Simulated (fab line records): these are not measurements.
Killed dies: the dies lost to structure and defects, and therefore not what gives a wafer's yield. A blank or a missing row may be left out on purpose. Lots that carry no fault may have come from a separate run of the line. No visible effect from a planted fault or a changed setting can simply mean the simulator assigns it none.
Matching of chambers -- flow berkeley_cmos170 -- 4 sister chambers for UCB170_V1_ETCH_14 on rie_diel-03
The step etches SiO2 in CHF3/CF4/Ar, stops on Al, target depth 1250 nm, time 291 s. 4 wafers are shown with their chamber, then 7 later ones without.

## WAFERS WITH THEIR CHAMBER
wafer,chamber,drypump_motor_current_A (A)
L699.4,2,6.2
L701.4,3,5.7
L704.1,0,6.6
L704.4,1,5.2

## WAFERS MISSING THEIR CHAMBER
wafer,drypump_motor_current_A (A)
L704.6,6.6
L705.1,5.2
L705.2,5.6
L705.5,5.7
L708.2,6.3
L708.4,6.6
L708.6,6.2

## WHICH CHAMBER EACH WENT THROUGH
wafer,from the rows above,in truth
L704.6,0,0
L705.1,1,1
L705.2,3,3
L705.5,3,3
L708.2,2,2
L708.4,0,0
L708.6,2,2
Correct placement for 7 of the 7. Not placeable from these rows: 0. 0 placed wrongly.
How it was worked out, from the rows above alone: a wafer's distance from a chamber is the root of the sum, over the readings, of the square of ((its reading less the chamber's mean) divided by the reading's scatter). If the next closest chamber is less than 2 further off than the closest, the wafer can't be placed; otherwise it belongs to the closest. For every chamber, the mean is computed from those of its wafers that are shown. The scatter: with one shown wafer a chamber, the root of the mean of the squares of how far each hidden wafer lies from its nearest shown one.
